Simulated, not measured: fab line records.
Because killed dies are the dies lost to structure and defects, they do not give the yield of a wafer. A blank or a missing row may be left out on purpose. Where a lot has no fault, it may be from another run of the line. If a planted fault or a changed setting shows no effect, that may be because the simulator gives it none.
Matching of chambers || flow berkeleyCmos170 || rieSi-02 running UCB170_GATE_ETCH_15: 4 sister chambers
The step etches poly-Si in HBr/Cl2, stops on SiO2, time 56.3 s, target depth 278.2 nm. 18 wafers are shown with their chamber, then 9 later ones without.

## WAFERS WITH THEIR CHAMBER
{"wafer": "L585.2", "chamber": 3, "drypumpMotorCurrentA (A)": 6.2, "throttleValvePct (%)": 26.47, "oesProductAu (a.u.)": 0.808}
{"wafer": "L585.3", "chamber": 2, "drypumpMotorCurrentA (A)": 5.5, "throttleValvePct (%)": 26.60, "oesProductAu (a.u.)": 0.845}
{"wafer": "L585.6", "chamber": 3, "drypumpMotorCurrentA (A)": 6.2, "throttleValvePct (%)": 26.46, "oesProductAu (a.u.)": 0.814}
{"wafer": "L586.1", "chamber": 2, "drypumpMotorCurrentA (A)": 5.5, "throttleValvePct (%)": 26.59, "oesProductAu (a.u.)": 0.850}
{"wafer": "L586.2", "chamber": 1, "drypumpMotorCurrentA (A)": 6.5, "throttleValvePct (%)": 26.39, "oesProductAu (a.u.)": 0.849}
{"wafer": "L586.6", "chamber": 3, "drypumpMotorCurrentA (A)": 6.1, "throttleValvePct (%)": 26.45, "oesProductAu (a.u.)": 0.820}
{"wafer": "L589.1", "chamber": 3, "drypumpMotorCurrentA (A)": 6.2, "throttleValvePct (%)": 26.47, "oesProductAu (a.u.)": 0.808}
{"wafer": "L589.5", "chamber": 0, "drypumpMotorCurrentA (A)": 5.6, "throttleValvePct (%)": 26.70, "oesProductAu (a.u.)": 0.852}
{"wafer": "L589.6", "chamber": 3, "drypumpMotorCurrentA (A)": 6.2, "throttleValvePct (%)": 26.45, "oesProductAu (a.u.)": 0.819}
{"wafer": "L592.2", "chamber": 3, "drypumpMotorCurrentA (A)": 6.2, "throttleValvePct (%)": 26.47, "oesProductAu (a.u.)": 0.811}
{"wafer": "L592.3", "chamber": 2, "drypumpMotorCurrentA (A)": 5.5, "throttleValvePct (%)": 26.60, "oesProductAu (a.u.)": 0.837}
{"wafer": "L592.6", "chamber": 3, "drypumpMotorCurrentA (A)": 6.2, "throttleValvePct (%)": 26.46, "oesProductAu (a.u.)": 0.821}
{"wafer": "L594.3", "chamber": 1, "drypumpMotorCurrentA (A)": 6.5, "throttleValvePct (%)": 26.39, "oesProductAu (a.u.)": 0.841}
{"wafer": "L594.4", "chamber": 2, "drypumpMotorCurrentA (A)": 5.5, "throttleValvePct (%)": 26.59, "oesProductAu (a.u.)": 0.838}
{"wafer": "L594.5", "chamber": 2, "drypumpMotorCurrentA (A)": 5.5, "throttleValvePct (%)": 26.60, "oesProductAu (a.u.)": 0.846}
{"wafer": "L601.1", "chamber": 0, "drypumpMotorCurrentA (A)": 5.7, "throttleValvePct (%)": 26.67, "oesProductAu (a.u.)": 0.858}
{"wafer": "L601.2", "chamber": 1, "drypumpMotorCurrentA (A)": 6.5, "throttleValvePct (%)": 26.38, "oesProductAu (a.u.)": 0.843}
{"wafer": "L601.3", "chamber": 2, "drypumpMotorCurrentA (A)": 5.5, "throttleValvePct (%)": 26.59, "oesProductAu (a.u.)": 0.852}

SIGNATURES (averages over the wafers above)
{"reading": "drypumpMotorCurrentA", "chamber 0": 5.650, "chamber 1": 6.500, "chamber 2": 5.500, "chamber 3": 6.186, "scatter within a chamber": 0.0311}
{"reading": "throttleValvePct", "chamber 0": 26.6850, "chamber 1": 26.3867, "chamber 2": 26.5950, "chamber 3": 26.4614, "scatter within a chamber": 0.00907}
{"reading": "oesProductAu", "chamber 0": 0.85500, "chamber 1": 0.84433, "chamber 2": 0.84467, "chamber 3": 0.81443, "scatter within a chamber": 0.00554}
Rule: distance of a wafer from a chamber = root of the sum over the readings of ((wafer's reading minus chamber's mean) / reading's scatter) squared. The wafer belongs to the nearest chamber; if the next one is less than 2 further off, it can't be placed. How the scatter is found: for the shown wafers, subtract from each reading the mean of its chamber, square and add these, divide the total by (wafers less chambers), then take the root.

## WAFERS WITH NO CHAMBER GIVEN
{"wafer": "L600.1", "drypumpMotorCurrentA (A)": 5.7, "throttleValvePct (%)": 26.69, "oesProductAu (a.u.)": 0.862}
{"wafer": "L600.4", "drypumpMotorCurrentA (A)": 6.5, "throttleValvePct (%)": 26.39, "oesProductAu (a.u.)": 0.844}
{"wafer": "L600.6", "drypumpMotorCurrentA (A)": 6.4, "throttleValvePct (%)": 26.38, "oesProductAu (a.u.)": 0.847}
{"wafer": "L605.1", "drypumpMotorCurrentA (A)": 5.7, "throttleValvePct (%)": 26.69, "oesProductAu (a.u.)": 0.855}
{"wafer": "L605.4", "drypumpMotorCurrentA (A)": 6.5, "throttleValvePct (%)": 26.39, "oesProductAu (a.u.)": 0.849}
{"wafer": "L605.6", "drypumpMotorCurrentA (A)": 5.7, "throttleValvePct (%)": 26.69, "oesProductAu (a.u.)": 0.865}
{"wafer": "L606.4", "drypumpMotorCurrentA (A)": 5.5, "throttleValvePct (%)": 26.61, "oesProductAu (a.u.)": 0.837}
{"wafer": "L606.5", "drypumpMotorCurrentA (A)": 6.4, "throttleValvePct (%)": 26.41, "oesProductAu (a.u.)": 0.839}
{"wafer": "L606.6", "drypumpMotorCurrentA (A)": 5.5, "throttleValvePct (%)": 26.59, "oesProductAu (a.u.)": 0.823}

## WHICH CHAMBER EACH ONE RAN IN
{"wafer": "L600.1", "from the rows above": 0, "in truth": 0}
{"wafer": "L600.4", "from the rows above": 1, "in truth": 1}
{"wafer": "L600.6", "from the rows above": 1, "in truth": 1}
{"wafer": "L605.1", "from the rows above": 0, "in truth": 0}
{"wafer": "L605.4", "from the rows above": 1, "in truth": 1}
{"wafer": "L605.6", "from the rows above": 0, "in truth": 0}
{"wafer": "L606.4", "from the rows above": 2, "in truth": 2}
{"wafer": "L606.5", "from the rows above": 1, "in truth": 1}
{"wafer": "L606.6", "from the rows above": 2, "in truth": 2}
Placed correctly: 9 of 9. Can't be placed from these rows: 0. Wrongly placed: 0.
